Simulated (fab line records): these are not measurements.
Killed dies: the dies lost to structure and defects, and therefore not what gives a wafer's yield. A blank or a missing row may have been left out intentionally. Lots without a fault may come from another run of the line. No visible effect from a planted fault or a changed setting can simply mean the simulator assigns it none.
Which tool is to blame? || flow rit-cmos || 18 wafers from 6 lots sampled at 3 of the route's 202 steps

## WHAT EACH GAUGE READ, for each wafer
RIT_GATE_THK_MEAS_09.
{"lot": "L458", "measured": "day 3 04:04", "on": "film-metro-01", "GATE_POLY_THK (nm)": "247.2 247.7 247.5"}
{"lot": "L460", "measured": "day 3 11:16", "on": "film-metro-02", "GATE_POLY_THK (nm)": "252.0 249.3 250.3"}
{"lot": "L464", "measured": "day 4 04:44", "on": "film-metro-01", "GATE_POLY_THK (nm)": "193.7 192.3 192.1"}
{"lot": "L467", "measured": "day 4 18:50", "on": "film-metro-03", "GATE_POLY_THK (nm)": "194.9 194.7 194.1"}
{"lot": "L474", "measured": "day 6 01:54", "on": "film-metro-01", "GATE_POLY_THK (nm)": "254.2 254.5 255.0"}
{"lot": "L479", "measured": "day 7 06:52", "on": "film-metro-02", "GATE_POLY_THK (nm)": "250.3 248.9 248.1"}

## WHICH TOOL RAN EACH LOT (tool, then ch and the chambers of the sampled wafers, then the start)
{"lot": "L458", "RIT_NWELL_STRIP_09": "plasma-asher-02 ch 0,1, day 2 10:28", "RIT_GATE_CVD_08": "lpcvd-02 ch 0, day 3 02:23"}
{"lot": "L460", "RIT_NWELL_STRIP_09": "plasma-asher-01 ch 0,1, day 2 18:56", "RIT_GATE_CVD_08": "lpcvd-01 ch 0, day 3 09:39"}
{"lot": "L464", "RIT_NWELL_STRIP_09": "plasma-asher-03 ch 0,1, day 3 09:56", "RIT_GATE_CVD_08": "lpcvd-02 ch 1, day 4 02:18"}
{"lot": "L467", "RIT_NWELL_STRIP_09": "plasma-asher-02 ch 0,1, day 4 03:46", "RIT_GATE_CVD_08": "lpcvd-02 ch 0, day 4 17:13"}
{"lot": "L474", "RIT_NWELL_STRIP_09": "plasma-asher-02 ch 0,1, day 5 10:58", "RIT_GATE_CVD_08": "lpcvd-01 ch 0, day 6 00:15"}
{"lot": "L479", "RIT_NWELL_STRIP_09": "plasma-asher-02 ch 1, day 6 13:37", "RIT_GATE_CVD_08": "lpcvd-01 ch 0, day 7 05:14"}
- RIT_NWELL_STRIP_09: strips in O2, time 180 s.
- RIT_GATE_CVD_08: deposits poly-Si from SiH4, target thk 250 nm, time 2220 s.

## THE ANSWER, worked out from the rows above alone
Rule: the lots themselves supply what counts as usual. The widest of any qualifying gaps counts: lots, ordered by their means at a reading, are off when they make up no more than a third of the lots, leave a main group of 4 or more, and stand apart from it by 3 or more times the standard deviation of that group's means. If all means in a main group match to the digits the tables above print for the reading, that group is not used. A lot without any number at a reading at which 4 lots or more have one is off too. Where the step has rows for the other lots, those lots are counted as sound.
Off: L464, L467, at RIT_GATE_THK_MEAS_09 (GATE_POLY_THK). Mean 250.4 nm and standard deviation 2.6 in the main group.
A tool fits if, at a process step before that reading, it ran every lot that is off, and no sound lot after the first of them. Gauges at RIT_GATE_THK_MEAS_09: tried the same way as those tools. One fits: lpcvd-02 at RIT_GATE_CVD_08. A fault onset in the window from L458 (day 3 02:23, its last sound lot) to L464 (day 4 02:18, its first lot off) fits.

## WHAT THE SIMULATOR HAD PUT IN
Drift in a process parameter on lpcvd-02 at RIT_GATE_CVD_08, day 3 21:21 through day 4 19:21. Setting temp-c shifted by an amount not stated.
Struck lots among those shown: L464, L467. The rule above reached the same finding.
